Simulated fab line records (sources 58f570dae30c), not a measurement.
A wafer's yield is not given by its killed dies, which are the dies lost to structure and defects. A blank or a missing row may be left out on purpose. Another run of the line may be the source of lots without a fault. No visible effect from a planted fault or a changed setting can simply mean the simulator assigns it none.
Which tool is to blame? + flow berkeleyCmos170 + 8 lots, 24 wafers sampled, at 2 steps of a route of 331

WHAT THE GAUGES SHOWED, per wafer
UCB170_PVT_OVL_MEAS_06.
| lot  | measured     | on         | PVT_OVL (nm) |
|------|--------------|------------|--------------|
| L895 | day 6 12:11  | overlay-02 | 11 7 7       |
| L897 | day 6 20:42  | overlay-02 | -3 2 -10     |
| L899 | day 7 11:36  | overlay-01 | 13 7 4       |
| L898 | day 7 12:05  | overlay-02 | 2 3 9        |
| L903 | day 7 21:09  | overlay-01 | 760 764 769  |
| L907 | day 8 11:07  | overlay-02 | 8 3 6        |
| L909 | day 8 20:58  | overlay-01 | 6 -1 1       |
| L914 | day 10 01:29 | overlay-01 | 6 -3 7       |

WHAT TOOL EACH LOT RAN ON (gives the tool, then ch and the chambers of the sampled wafers, and finally the start)
| lot  | UCB170_PVT_EXPOSE_03             |
|------|----------------------------------|
| L895 | krfScanner-02 ch 0, day 6 11:28  |
| L897 | krfScanner-01 ch 0, day 6 20:14  |
| L899 | krfScanner-02 ch 0, day 7 11:04  |
| L898 | krfScanner-02 ch 0, day 7 11:41  |
| L903 | krfScanner-01 ch 0, day 7 20:14  |
| L907 | krfScanner-02 ch 0, day 8 10:07  |
| L909 | krfScanner-02 ch 0, day 8 19:53  |
| L914 | krfScanner-02 ch 0, day 10 00:53 |
- UCB170_PVT_EXPOSE_03: exposes mask NWELL, target cd 3000 nm.

THE ANSWER, worked out from the rows above alone
Rule: usual is defined by the lots themselves. The widest of any qualifying gaps counts: lots, ordered by their means at a reading, are off when they make up no more than a third of the lots, leave a main group of 4 or more, and stand apart from it by 3 or more times the standard deviation of that group's means. If all means in a main group match to the digits the tables above print for the reading, that group is not used. Also off: a lot with no number at a reading for which 4 or more lots have one. The other lots that the step has rows for count as sound.
Off: L903, at UCB170_PVT_OVL_MEAS_06 (PVT_OVL). The main group has a mean of 4 nm with a standard deviation of 3.8.
If a tool, at a process step before that reading, ran all the lots that are off and no sound lot after the first of them, it fits. The gauges at UCB170_PVT_OVL_MEAS_06 are tried like those tools. One fits: UCB170_PVT_EXPOSE_03 on krfScanner-01. Its last sound lot is L897 (day 6 20:14), its first lot that is off L903 (day 7 20:14): a fault that began between those two fits.

WHAT WAS PUT IN BY THE SIMULATOR
Scanner matching overlay: krfScanner-01, from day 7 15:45 on, at UCB170_PVT_EXPOSE_03. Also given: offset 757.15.
Shown lots that were struck: L903. Same finding as the rule above.
